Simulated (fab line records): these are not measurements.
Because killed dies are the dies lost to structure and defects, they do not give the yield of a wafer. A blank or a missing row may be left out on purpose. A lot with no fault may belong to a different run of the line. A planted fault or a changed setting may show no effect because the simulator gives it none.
Which tool did it? + flow rit-cmos + 14 lots, 42 wafers sampled, at 2 steps of a route of 202

## WHAT EACH GAUGE READ, for each wafer
RIT_SDANNEAL_RS_MEAS_05: uses a four-point probe to measure. Usual: for NSD_RS the level is 84.60 ohm/sq and the standard deviation is 0.26.
| lot  | measured    | on            | NSD_RS (ohm/sq)   | flag |
|------|-------------|---------------|-------------------|------|
| L290 | day 3 14:46 | film-metro-01 | 84.73 84.89 84.71 |      |
| L292 | day 3 21:11 | film-metro-03 | 84.76 84.79 84.64 |      |
| L295 | day 4 10:53 | film-metro-04 | - - -             | OFF  |
| L293 | day 4 11:00 | film-metro-03 | 84.36 84.51 84.57 |      |
| L296 | day 4 15:38 | film-metro-01 | 84.67 84.66 84.64 |      |
| L297 | day 4 20:42 | film-metro-03 | 85.14 84.57 84.86 |      |
| L298 | day 5 00:13 | film-metro-03 | - - -             | OFF  |
| L300 | day 5 10:48 | film-metro-03 | 85.09 84.99 84.98 |      |
| L302 | day 6 00:01 | film-metro-04 | 84.59 84.63 84.73 |      |
| L303 | day 6 01:45 | film-metro-04 | 84.47 84.35 84.50 |      |
| L305 | day 6 12:53 | film-metro-01 | 84.51 84.40 84.37 |      |
| L307 | day 7 05:05 | film-metro-04 | 84.77 84.93 84.74 |      |
| L308 | day 7 12:13 | film-metro-01 | 84.68 84.71 84.88 |      |
| L311 | day 8 07:48 | film-metro-04 | 84.28 84.54 84.51 |      |

## EACH LOT AND THE TOOL THAT RAN IT (in order: tool; ch and the chambers of the sampled wafers; start)
| lot  | RIT_NSD_IMPLANT_08             |
|------|--------------------------------|
| L290 | implanter-03 ch 0, day 3 12:07 |
| L292 | implanter-03 ch 0, day 3 18:43 |
| L295 | implanter-03 ch 0, day 4 08:20 |
| L293 | implanter-04 ch 0, day 4 08:38 |
| L296 | implanter-04 ch 0, day 4 13:18 |
| L297 | implanter-01 ch 0, day 4 18:13 |
| L298 | implanter-03 ch 0, day 4 21:37 |
| L300 | implanter-01 ch 0, day 5 08:04 |
| L302 | implanter-01 ch 0, day 5 21:34 |
| L303 | implanter-01 ch 0, day 5 23:17 |
| L305 | implanter-04 ch 0, day 6 10:32 |
| L307 | implanter-01 ch 0, day 7 02:44 |
| L308 | implanter-01 ch 0, day 7 09:40 |
| L311 | implanter-03 ch 0, day 8 05:28 |
- RIT_NSD_IMPLANT_08

## AS READ BY THE TOOLS THEMSELVES (means over the sampled wafers that have a number; for cases with no such wafer, the mark the record gives instead)
RIT_NSD_IMPLANT_08. Usual: end-station-pressure-torr 7.5e-06 Torr, standard deviation 4.4e-07; tilt-deg 7.004 degrees, standard deviation 0.019.
| lot  | tool         | end-station-pressure-torr (Torr) | tilt-deg (degrees) | flag |
|------|--------------|----------------------------------|--------------------|------|
| L290 | implanter-03 | 7.7e-06                          | 7.012              |      |
| L292 | implanter-03 | 7.9e-06                          | 6.991              |      |
| L295 | implanter-03 | 7.6e-06                          | 6.971              |      |
| L293 | implanter-04 | 7.2e-06                          | 6.996              |      |
| L296 | implanter-04 | 7.8e-06                          | 7.042              |      |
| L297 | implanter-01 | 7.9e-06                          | 6.991              |      |
| L298 | implanter-03 | 7.4e-06                          | 7.013              |      |
| L300 | implanter-01 | 7.1e-06                          | 6.988              |      |
| L302 | implanter-01 | 7.5e-06                          | 7.032              |      |
| L303 | implanter-01 | 7.2e-06                          | 6.996              |      |
| L305 | implanter-04 | 7.6e-06                          | 6.990              |      |
| L307 | implanter-01 | 7.7e-06                          | 6.979              |      |
| L308 | implanter-01 | 7.8e-06                          | 7.004              |      |
| L311 | implanter-03 | 7.9e-06                          | 7.001              |      |

## THE ANSWER, worked out from the rows above alone
Rule: take the mean of a lot's wafers that have a number; if it is more than 3 standard deviations from the usual mean, the lot is off. Also off: a lot with no number at a reading for which 4 or more lots have one. All remaining lots with rows at the step are treated as sound. First the gauges in route order, then the tools' own readings, where a lot's mean is used as printed above. The first step at which some lot is off is used, and at that step the reading that is off furthest; a lot without a number counts as furthest.
Off: at RIT_SDANNEAL_RS_MEAS_05 (NSD_RS), L295, L298. Without a number there: L295, L298.
If a tool, at a process step before that reading, ran all the lots that are off and no sound lot after the first of them, it fits. Those tools and the gauges at RIT_SDANNEAL_RS_MEAS_05 are tried in the same way. No candidate that was tried fits.

## WHAT THE SIMULATOR HAD PUT IN
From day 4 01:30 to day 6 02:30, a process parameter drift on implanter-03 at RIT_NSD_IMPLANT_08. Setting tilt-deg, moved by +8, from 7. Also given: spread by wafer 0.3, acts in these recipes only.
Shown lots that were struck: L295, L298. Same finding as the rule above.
